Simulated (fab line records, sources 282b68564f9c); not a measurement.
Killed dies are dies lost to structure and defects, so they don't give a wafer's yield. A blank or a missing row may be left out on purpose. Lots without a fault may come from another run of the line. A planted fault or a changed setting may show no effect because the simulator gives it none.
A struck lot beside a sound one | flow rit_cmos | 30 steps out of a route of 202
Sound: wafers L832.1, L832.2, L832.5. Struck: wafer L847.5. (L847.3, L847.6 of the same lot were not struck and are left out.) The cause comes at the end.
At each step with rows: each side's tool, then ch and its chambers, then its first start. Under that, the readings that differ: sound wafers | struck wafers | difference of the means | sigmas: that difference in standard deviations of wafers without a fault.
alike: readings whose means differ by less than 2 such deviations, and words and numbers that are the same on both sides. not compared: withheld readings, readings that some wafer has no value for, bounds like >300 that may hide the same value, and numbers for which the record gives no deviation and whose values overlap.
The two part at a step that has a row with sigmas, a row that says differs or no value, or rows on one side only. Numbers that don't overlap but have no deviation are shown without sigmas and don't part them. A reading that every wafer of one side lacks parts them only if that side has two wafers or more.

first, 6 steps without rows for these wafers: RIT_SDANNEAL_RTA_03 (time 5 s); RIT_SILICIDE_WET_ETCH_00 (etches SiO2 in BOE, target depth 14 nm, time 15 s); RIT_SILICIDE_SPUTTER_01 (material Ti, target thk 30 nm, time 240 s); RIT_SILICIDE_RTA_04 (time 10 s, ramp up 5 s, ramp down 5 s); RIT_SILICIDE_WET_ETCH_05 (etches Ti in SPM, time 120 s); RIT_SILICIDE_RTA_06 (time 10 s, ramp up 5 s, ramp down 10 s).
RIT_CONTACT_CVD_00: deposits SiO2 from TEOS, target thk 400 nm, time 61 s.
  sound on pecvd-01 ch 1,2, day 3 07:50; struck on pecvd-01 ch 0, day 6 09:52
  reading                                  | sound             | struck | difference | sigmas
  heater_power_w (W)                       | 329 279 292       | 214    | -86        | -3
  model.SiO2_of_CONTACT_CVD_00.thk_nm (nm) | 403.7 402.1 408.3 | 358.5  | -46.2      |
RIT_CONTACT_THK_MEAS_01:
  sound on film_metro-04, day 3 07:53; struck on film_metro-01, day 6 09:56
  reading               | sound       | struck | difference | sigmas
  CONTACT_TEOS_THK (nm) | 404 402 408 | 359    | -46        | -8
then, 7 steps without rows for these wafers: RIT_CONTACT_HMDS_02 (prime time 60 s); RIT_CONTACT_COAT_03 (resist thk 1000 nm); RIT_CONTACT_SOFTBAKE_04 (time 60 s); RIT_CONTACT_EXPOSE_05 (exposes mask M11, target cd 1000 nm); RIT_CONTACT_PEB_06; RIT_CONTACT_DEVELOP_07 (develop time 120 s); RIT_CONTACT_HARDBAKE_10 (time 60 s).
RIT_CONTACT_ETCH_11: etches SiO2 in CHF3/CF4/Ar, stops on TiSi2, target depth 480 nm, time 320 s.
  sound on rie_diel-02 ch 1,2, day 3 09:24; struck on rie_diel-02 ch 0, day 6 11:15
  reading                             | sound             | struck | difference | sigmas
  model.etch.depth_nm (nm)            | 403.7 402.1 408.3 | 358.5  | -46.2      |
  model.CONTACT.feature_depth_nm (nm) | 403.7 402.1 408.3 | 358.5  | -46.2      |
  alike: CHF3_flow_sccm, chamber_pressure_mTorr, drypump_motor_current_A, oes_product_au, throttle_valve_pct
  not compared: rf_hours_counter_h
then, 11 steps without rows for these wafers: RIT_CONTACT_STRIP_12 (strips in O2, time 180 s); RIT_CONTACT_CLEAN_13 (cleans in SC1, time 600 s); RIT_CONTACT_CLEAN_14 (cleans in SC2, time 600 s); RIT_M1_SPUTTER_00 (material Al, target thk 400 nm, time 500 s); RIT_M1_HMDS_03 (prime time 60 s); RIT_M1_COAT_04 (resist thk 1300 nm); RIT_M1_SOFTBAKE_05 (time 60 s); RIT_M1_EXPOSE_06 (exposes mask M12, target cd 2600 nm); RIT_M1_PEB_07; RIT_M1_DEVELOP_08 (develop time 68 s); RIT_M1_HARDBAKE_11 (time 120 s).
RIT_M1_METAL_ETCH_12: etches Al in Cl2/BCl3, stops on SiO2, time 165 s, target depth 600 nm.
  sound on rie_metal-03 ch 0,1, day 3 12:02; struck on rie_metal-03 ch 1, day 6 14:05
  reading                                  | sound             | struck | difference | sigmas
  bcl3_flow_sccm (sccm)                    | 50.14 50.25 50.22 | 49.78  | -0.42      | -3
  model.SiO2_of_CONTACT_CVD_00.thk_nm (nm) | 367.1 366.1 371.9 | 322    | -46        |
  alike: chamber_pressure_mTorr, drypump_motor_current_A, oes_product_au, throttle_valve_pct
  not compared: rf_hours_counter_h
then, 1 step without rows for these wafers: RIT_M1_STRIP_13 (strips in nmp, time 600 s).
RIT_M1_PROBE_99:
  sound on prober-02, day 3 14:18; struck on prober-01, day 6 16:35
  reading                                    | sound                      | struck   | difference | sigmas
  killed_at_M0_to_M3                         | 0 0 0                      | 1        | +1         | +8
  model.etest.field_p_metal.vt_v (V)         | -29.71 -29.73 -29.5        | -28.72   | +0.93      |
  model.etest.antenna_contact.vt_shift_v (V) | -0.01352 -0.01495 -0.00864 | -0.01852 | -0.00615   |
  alike: killed_at_contacts, killed_at_front_end, killed_dies, killed_open, killed_short

WHERE THEY PART
First at RIT_CONTACT_CVD_00; last, within this record, at RIT_M1_PROBE_99.

WHY: what the simulator had put in
Process parameter drift: pecvd-01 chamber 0, from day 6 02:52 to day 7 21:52, at RIT_CONTACT_CVD_00. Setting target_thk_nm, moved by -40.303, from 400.
